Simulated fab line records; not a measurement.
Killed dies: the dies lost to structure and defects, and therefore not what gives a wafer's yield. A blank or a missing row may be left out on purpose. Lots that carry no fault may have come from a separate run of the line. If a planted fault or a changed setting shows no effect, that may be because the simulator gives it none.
Problem report in the 8D (eight disciplines) form, filled by code :: flow berkeleyCmos170 :: the parts of the form that need people (team, actions taken, sign-off) are left out

## 1. PROBLEM STATEMENT
Mean of spinSpeedRpm at UCB170_CONTACT_COAT_10: 1361.1 rpm across 9 wafers in 3 lots; on wafers with no fault it is 1500.0 rpm (standard deviation 0.87). So: -99 or more standard deviations from the usual mean.
The step: resist thk 900 nm.
First observed at day 8 05:00: wafer L346.2, on lithoTrack-02. Wafers with a number at this step in the record: 21, from 7 lots. By rule, "out" or "out of limits" means more than 4 standard deviations away from the usual mean. The other wafers with a number count as sound.

## 2. WHAT IT IS AND WHAT IT IS NOT
question: which readings at this step
is: spinSpeedRpm
is not: -

question: which lots
is: L346, L348, L350
is not: L341, L345, L349, L357

question: which wafers of those lots
is: all that have a number
is not: -

question: read on which tools
is: lithoTrack-02
is not: lithoTrack-03, lithoTrack-04

question: when
is: from day 8 05:00
is not: up to then (6 sound wafers); but 6 sound wafers of L349, L357 came after

## 3. SUSPECTS, AND WHAT RULES EACH OUT
Counting: any tool at a process step up to the reading is kept as a suspect provided that every lot that is out went through it and no sound lot did after the first of them.
- rtpAnneal-02 at UCB170_SILICIDE_RTA_04 (time 15 s): kept. Every lot that is out went through it, starting with L346 (day 8 00:22), and after that it ran no sound lot; the last sound lot it ran before then is L341 (day 7 09:42).
- lithoTrack-02 at UCB170_CONTACT_COAT_10 (resist thk 900 nm): kept. Every lot that is out went through it, starting with L346 (day 8 05:00), and after that it ran no sound lot; the last sound lot it ran before then is L345 (day 8 01:00). Its own spinSpeedRpm readings are out on those wafers.
Remaining after the count are rtpAnneal-02 at UCB170_SILICIDE_RTA_04 and lithoTrack-02 at UCB170_CONTACT_COAT_10.

## 4. THE CAUSE (what the simulator had put in)
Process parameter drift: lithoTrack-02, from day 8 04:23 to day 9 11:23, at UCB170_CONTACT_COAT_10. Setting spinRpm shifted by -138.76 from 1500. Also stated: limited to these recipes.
Counting leaves 2 suspects; this tool is one of them.

## 5. THE CHAIN OF EFFECTS, in route order
One row per reading whose mean, taken over the struck wafers that have a number, lies over 3 standard deviations from the usual. Only readings whose record carries a usual standard deviation are examined. hours: median over the lots of the time between each lot's start at the first step of this table that gives one and its start at this step. sigmas: the change, counted in usual standard deviations.
hours: 0
step: UCB170_CONTACT_COAT_10
reading: spinSpeedRpm
usual: 1500.0 rpm
on struck wafers: 1361.1
change: -138.9
sigmas: -99 or more
It contains these process steps:
- UCB170_CONTACT_COAT_10: resist thk 900 nm.
At these later measuring or inspecting steps, every struck wafer for which the step has a row has a number for every such reading, and none has moved that far: UCB170_CONTACT_CD_MEAS_15, UCB170_CONTACT_OVL_MEAS_16.

## 6. WHAT WOULD HAVE CAUGHT IT SOONER
In this record the first reading out of limits was taken at day 8 05:00, 1 hour after the fault began at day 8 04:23.
